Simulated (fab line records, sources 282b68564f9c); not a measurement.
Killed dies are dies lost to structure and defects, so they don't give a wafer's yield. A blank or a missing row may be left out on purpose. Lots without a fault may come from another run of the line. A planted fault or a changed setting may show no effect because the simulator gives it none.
Problem report in the 8D (eight disciplines) form, filled by code | flow rit_cmos | the parts of the form that need people (team, actions taken, sign-off) are left out

1. THE PROBLEM
run_length_s at RIT_PSD_STRIP_09 reads a mean of 117.4 s on 3 wafers of 1 lot; wafers without a fault read 208.1 s with a standard deviation of 0.38. That is -99 or more standard deviations from the usual mean.
The step: strips in O2, time 180 s.
First seen on wafer L500.2, day 5 12:16, on plasma_asher-03. The record holds 39 wafers of 13 lots with a number at this step. Rule for "out", or "out of limits": more than 4 standard deviations from the usual mean. The other wafers with a number count as sound.

2. WHAT IT IS AND WHAT IT IS NOT
question                    | is                     | is not
which readings at this step | run_length_s           | drypump_motor_current_A
which lots                  | L500                   | L488, L490, L491, L493, L496, L501, L505, L506, L507, L508, L509, L511
which wafers of those lots  | all that have a number | -
read on which tools         | plasma_asher-03        | plasma_asher-01, plasma_asher-02
when                        | from day 5 12:16       | up to then (15 sound wafers); but 21 sound wafers of L501, L505, L506, L507, L508, L509, L511 came after

3. SUSPECTS, AND WHAT RULES EACH OUT
Counting: a tool at a process step up to the reading stays a suspect if it ran every lot that is out and no sound lot after the first of them.
- plasma_asher-03 at RIT_PSD_STRIP_09 (strips in O2, time 180 s): ruled out as a lasting fault. Sound lots L509 ran on it after its first lot that is out, L500 (day 5 12:16).
Left after counting: nothing in the record.

4. THE CAUSE (what the simulator had put in)
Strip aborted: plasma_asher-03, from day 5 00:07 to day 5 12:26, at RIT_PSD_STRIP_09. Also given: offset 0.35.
Counting ruled it out, wrongly.

5. THE CHAIN OF EFFECTS, in route order
Each row: a reading whose mean over the struck wafers that have a number lies more than 3 standard deviations from the usual. Only readings for which the record gives a usual standard deviation are gone through. hours: the time from each lot's start at the first step in this table that gives one to its start at this step, as a median over the lots. sigmas: the change in usual standard deviations.
hours | step             | reading      | usual   | on struck wafers | change | sigmas
0     | RIT_PSD_STRIP_09 | run_length_s | 208.1 s | 117.4            | -90.7  | -99 or more
The process steps in it:
- RIT_PSD_STRIP_09: strips in O2, time 180 s.

6. WHAT WOULD HAVE CAUGHT IT SOONER
In this record the first reading out of limits was taken at day 5 12:16, 12 hours after the fault began at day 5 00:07.
